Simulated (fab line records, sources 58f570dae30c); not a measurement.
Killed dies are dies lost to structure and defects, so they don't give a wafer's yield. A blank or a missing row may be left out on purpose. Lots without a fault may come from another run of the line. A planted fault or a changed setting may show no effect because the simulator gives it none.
Which tool did it? | flow berkeley_cmos170 | 7 lots, 21 wafers sampled, at 2 steps of a route of 331

WHAT THE GAUGES READ, wafer by wafer
UCB170_SILICIDE_RS_MEAS_02: measures by four-point-probe.
lot  | measured     | on            | SILICIDE_TI_RS (ohm/sq)
L571 | day 8 06:28  | film_metro-04 | 25.8 26.4 26.3
L574 | day 9 00:04  | film_metro-01 | 25.8 26.0 26.0
L575 | day 9 09:36  | film_metro-02 | 25.5 26.5 26.2
L578 | day 10 00:28 | film_metro-01 | 11.7 11.7 11.7
L588 | day 11 13:22 | film_metro-01 | 26.3 26.4 25.8
L589 | day 12 05:52 | film_metro-04 | 26.4 26.5 26.7
L593 | day 12 17:13 | film_metro-02 | 25.6 25.6 25.3

WHICH TOOL RAN EACH LOT (tool, then ch and the chambers of the sampled wafers, then the start)
lot  | UCB170_SILICIDE_SPUTTER_01
L571 | pvd_sputter-03, day 8 06:18
L574 | pvd_sputter-03, day 8 23:59
L575 | pvd_sputter-02, day 9 09:34
L578 | pvd_sputter-02, day 10 00:14
L588 | pvd_sputter-04, day 11 13:20
L589 | pvd_sputter-04, day 12 05:50
L593 | pvd_sputter-02, day 12 17:10
- UCB170_SILICIDE_SPUTTER_01: material Ti, target thk 30 nm, time 25 s.

THE ANSWER, worked out from the rows above alone
Rule: what is usual is taken from the lots themselves. Put in order of their means at a reading, lots are off if they are a third of the lots or fewer, leave a main group of 4 or more, and stand apart from it by a gap of 3 or more times the standard deviation of the main group's means; of several such gaps the widest counts. A main group whose means are all the same, to the digits that the tables above print for the reading, isn't used. A lot without any number at a reading at which 4 lots or more have one is off too. The other lots that the step has rows for count as sound.
Off: L578, at UCB170_SILICIDE_RS_MEAS_02 (SILICIDE_TI_RS). The main group: mean 26.1 ohm/sq, standard deviation 0.31.
A tool fits if, at a process step before that reading, it ran every lot that is off, and no sound lot after the first of them. The gauges at UCB170_SILICIDE_RS_MEAS_02 are tried like those tools. None of those tried fits.

WHAT THE SIMULATOR HAD PUT IN
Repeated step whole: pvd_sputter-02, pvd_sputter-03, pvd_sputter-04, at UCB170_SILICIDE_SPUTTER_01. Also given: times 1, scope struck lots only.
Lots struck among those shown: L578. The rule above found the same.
